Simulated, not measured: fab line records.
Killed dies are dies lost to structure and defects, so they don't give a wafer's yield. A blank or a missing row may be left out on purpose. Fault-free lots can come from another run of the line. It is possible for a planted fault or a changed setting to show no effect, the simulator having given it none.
A lot that was struck, set against a sound lot	flow rit_cmos	28 steps out of a route of 202
Sound: these wafers, L501.1, L501.4, L501.6. Wafers struck: L519.2, L519.5, L519.6. At the end, the cause is stated.
At each step with rows: each side's tool, then ch and its chambers, then its first start. Under that, the readings that differ: sound wafers	struck wafers	difference of the means	sigmas: that difference in standard deviations of wafers without a fault.
alike: words and numbers the same on both sides, and readings whose means are apart by under 2 such deviations; not compared: readings that were withheld, readings missing a value for some wafer, numbers with overlapping values and no deviation given by the record, and bounds like >300 which may hide the same value.
The two part at a step that has a row with sigmas, a row that says differs or no value, or rows on one side only. Numbers that have no deviation but don't overlap get no sigmas and don't part them. A reading that every wafer of one side lacks parts them only if that side has two wafers or more.

RIT_ACTIVE_BOW_MEAS_00:
  struck on film_metro-04, day 5 14:01; sound on film_metro-04, day 1 20:00
  alike: INCOMING_BOW
RIT_ACTIVE_OXIDATION_01: target thk 46.8 nm, ox time 3360 s.
  sound on furnace-01 ch 0, day 1 20:11; struck on furnace-03 ch 0, day 5 14:07
reading	sound	struck	difference	sigmas
spike_tc_centre_C (C)	1000.4 1001.4 1002.3	976.8 976.9 980.1	-23.4	-17
spike_tc_load_C (C)	1031 1030 1031	1001 1001 1001	-30	-7
spike_tc_source_C (C)	1024.9 1025.1 1024.9	1004.7 1004.1 1004.0	-20.7	-11
tube_center_temp_C (C)	1000 999.83 1000	975.12 974.89 974.99	-24.94	-99 or more
tube_center_temp_C_max	1002.4 1002.7 1003.6	977.3 978.0 977.7	-25.2	-63
zone_power_centre_pct (%)	57 57 58	44 44 43	-14	-2
zone_power_source_pct (%)	36.3 37.0 36.4	34.3 34.3 34.3	-2.3	-5
model.SiO2_of_ACTIVE_OXIDATION_01.thk_nm (nm)	46.7 46.44 46.63	36.56 36.81 36.26	-10.05	
RIT_ACTIVE_THK_MEAS_02:
  struck on film_metro-03, day 5 16:04; sound on film_metro-04, day 1 22:07
reading	sound	struck	difference	sigmas
ACTIVE_OXIDE_THK (nm)	46.7 46.4 46.7	36.5 36.8 36.3	-10.1	-10
then, 1 step without rows for these wafers: RIT_ACTIVE_CVD_03 (deposits Si3N4 from SiH2Cl2/NH3, target thk 150 nm, time 1500 s).
RIT_ACTIVE_THK_MEAS_04:
  struck on film_metro-03, day 5 17:32; sound on film_metro-04, day 1 23:36
  alike: ACTIVE_NITRIDE_THK
then, 6 steps without rows for these wafers: RIT_ACTIVE_HMDS_05 (prime time 60 s); RIT_ACTIVE_COAT_06 (resist thk 1000 nm); RIT_ACTIVE_SOFTBAKE_07 (time 60 s); RIT_ACTIVE_EXPOSE_08 (exposes mask M1, target cd 1400 nm); RIT_ACTIVE_PEB_09; RIT_ACTIVE_DEVELOP_10 (develop time 50 s).
RIT_ACTIVE_CD_MEAS_11: the cd target is 1400 nm.
  struck on cd_sem-02, day 5 18:28; sound on cd_sem-01, day 2 00:41
reading	sound	struck	difference	sigmas
cd_nm (nm)	1401.3 1401.9 1402.9	1397.3 1398.5 1396.9	-4.5	-2
then, 1 step without rows for these wafers: RIT_ACTIVE_HARDBAKE_12 (time 60 s).
RIT_ACTIVE_ETCH_13: etches Si3N4 in SF6, stops on SiO2, time 210 s, target depth 210 nm.
  sound on rie_diel-04 ch 0,1,2, day 2 00:58; struck on rie_diel-02 ch 0,3, day 5 18:43
  alike: drypump_motor_current_A, oes_product_au, throttle_valve_pct
  not compared: rf_hours_counter_h
RIT_ACTIVE_STRIP_14: strips in O2, time 180 s.
  sound on plasma_asher-03 ch 0,1, day 2 01:05; struck on plasma_asher-02 ch 0,1, day 5 18:50
  alike: drypump_motor_current_A, rf_refl_power_W
  not compared: rf_hours_counter_h
RIT_ACTIVE_CD_MEAS_90: the cd target is 1400 nm.
  struck on cd_sem-02, day 5 19:02; sound on cd_sem-02, day 2 01:16
reading	sound	struck	difference	sigmas
cd_nm (nm)	1401.1 1402.4 1402.7	1397.3 1398.5 1396.6	-4.6	-2
then, 4 steps without rows for these wafers: RIT_ACTIVE_CLEAN_15 (cleans in SC1, time 600 s); RIT_ACTIVE_CLEAN_16 (cleans in dHF, time 30 s); RIT_ACTIVE_CLEAN_17 (cleans in SC2, time 600 s); RIT_FOX1_OXIDATION_00 (target thk 350.7 nm, ox time 1130 s).
RIT_FOX1_THK_MEAS_01:
  struck on film_metro-01, day 5 22:20; sound on film_metro-02, day 2 05:49
  alike: FOX1_OXIDE_THK
then, 2 steps without rows for these wafers: RIT_FOX1_WET_ETCH_02 (etches SiO2 in BOE, target depth 350 nm, time 390 s); RIT_FOX2_OXIDATION_00 (target thk 350.7 nm, ox time 1130 s).
RIT_FOX2_THK_MEAS_01:
  struck on film_metro-02, day 5 23:49; sound on film_metro-01, day 2 08:10
  alike: FOX2_OXIDE_THK
then, 1 step without rows for these wafers: RIT_FOX2_CLEAN_02 (cleans in dHF, time 180 s).
RIT_FOX2_WET_ETCH_03: etches Si3N4 in H3PO4, target depth 195 nm, time 2700 s.
  sound on wet_bench-04 ch 2, day 2 08:16; struck on wet_bench-01 ch 2, day 5 23:56
reading	sound	struck	difference	sigmas
model.SiO2_of_ACTIVE_OXIDATION_01.thk_nm (nm)	39.82 41.32 39.86	32.41 32.61 31.38	-8.20	
  alike: bath_guard_temp_C
RIT_FOX2_THK_MEAS_90:
  struck on film_metro-03, day 6 00:42; sound on film_metro-02, day 2 09:02
  alike: FIELD_OXIDE_LEFT_1_THK
RIT_M1_PROBE_99:
  struck on prober-02, day 7 18:16; sound on prober-02, day 4 00:25
reading	sound	struck	difference	sigmas
model.etest.pldd.width_nm (nm)	3181 3178 3182	3254 3236 3262	+70	
model.etest.nldd.width_nm (nm)	3164 3183 3187	3242 3252 3253	+71	
model.etest.pplus_sal.width_nm (nm)	3464 3461 3436	3479 3500 3479	+32	
model.etest.nmos_narrow.drive_ua_um	222.7 220.4 219.7	253.4 248.2 249.7	+29.5	
model.etest.pmos_narrow.drive_ua_um	97.2 97 96.59	115.7 114.9 113.7	+17.8	
  alike: killed_at_contacts, killed_at_front_end, killed_dies, killed_open, killed_short
  not compared: model.etest.nplus_sal.width_nm, model.etest.cap_n_gate.c_min_ff_um2

== WHERE THEY PART ==
First at RIT_ACTIVE_OXIDATION_01; last, within this record, at RIT_ACTIVE_CD_MEAS_90. Later steps at which nothing parts them and some readings are alike: RIT_FOX1_THK_MEAS_01, RIT_FOX2_THK_MEAS_01, RIT_FOX2_WET_ETCH_03, RIT_FOX2_THK_MEAS_90, RIT_M1_PROBE_99.

WHY: whatever the simulator had introduced
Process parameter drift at RIT_ACTIVE_OXIDATION_01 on furnace-03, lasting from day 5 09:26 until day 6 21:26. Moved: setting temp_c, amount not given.
